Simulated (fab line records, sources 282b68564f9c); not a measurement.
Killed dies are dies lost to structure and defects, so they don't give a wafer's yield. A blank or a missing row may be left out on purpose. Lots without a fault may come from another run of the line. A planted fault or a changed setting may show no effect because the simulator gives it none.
Problem report in the 8D (eight disciplines) form, filled by code | flow rit_cmos | the parts of the form that need people (team, actions taken, sign-off) are left out

1. THE PROBLEM
NSD_OVL at RIT_NSD_OVL_MEAS_06 reads a mean of 359.3 nm on 9 wafers of 3 lots; wafers without a fault read 0.2 nm with a standard deviation of 1.5. That is +99 or more standard deviations from the usual mean.
First seen on wafer L562.1, day 5 15:05, on overlay-01. The record holds 45 wafers of 15 lots with a number at this step. Rule for "out", or "out of limits": more than 4 standard deviations from the usual mean. The other wafers with a number count as sound.

2. WHAT IT IS AND WHAT IT IS NOT
question                    | is                     | is not
which readings at this step | NSD_OVL                | -
which lots                  | L562, L563, L569       | L549, L550, L553, L555, L556, L557, L558, L560, L561, L564, L565, L572
which wafers of those lots  | all that have a number | -
read on which gauges        | overlay-01, overlay-02 | -
when                        | from day 5 15:05       | up to then (27 sound wafers); but 9 sound wafers of L564, L565, L572 came after

3. SUSPECTS, AND WHAT RULES EACH OUT
Counting: a tool at a process step up to the reading stays a suspect if it ran every lot that is out and no sound lot after the first of them.
- the gauge at RIT_NSD_OVL_MEAS_06: ruled out. The wafers that are out were read on 2 gauges (overlay-01, overlay-02).
- iline_stepper-02 at RIT_NSD_EXPOSE_03 (exposes mask M9, target cd 40700 nm): kept. It ran every lot that is out, first L562 (day 5 14:41), and no sound lot after that; its last sound lot up to then is L561 (day 5 09:48).
Left after counting: iline_stepper-02 at RIT_NSD_EXPOSE_03.

4. THE CAUSE (what the simulator had put in)
Scanner matching overlay: iline_stepper-02, from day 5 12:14 on, at RIT_NSD_EXPOSE_03. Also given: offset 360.
Counting left only this tool.

5. THE CHAIN OF EFFECTS, in route order
Each row: a reading whose mean over the struck wafers that have a number lies more than 3 standard deviations from the usual. Only readings for which the record gives a usual standard deviation are gone through. hours: the time from each lot's start at the first step in this table that gives one to its start at this step, as a median over the lots. sigmas: the change in usual standard deviations.
hours | step                | reading | usual  | on struck wafers | change | sigmas
0     | RIT_NSD_OVL_MEAS_06 | NSD_OVL | 0.2 nm | 359.3            | +359.1 | +99 or more
Later measuring or inspecting steps at which every struck wafer that the step has a row for has a number for every such reading, and none has moved that far: RIT_SDANNEAL_RS_MEAS_06.

6. WHAT WOULD HAVE CAUGHT IT SOONER
In this record the first reading out of limits at a measuring or inspecting step was taken at day 5 15:05, 3 hours after the fault began at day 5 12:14.
Of the lots that are out (3), L563, L569 began RIT_NSD_EXPOSE_03 on iline_stepper-02 after day 5 15:05. A hold on the tool at that time would have spared those 2.
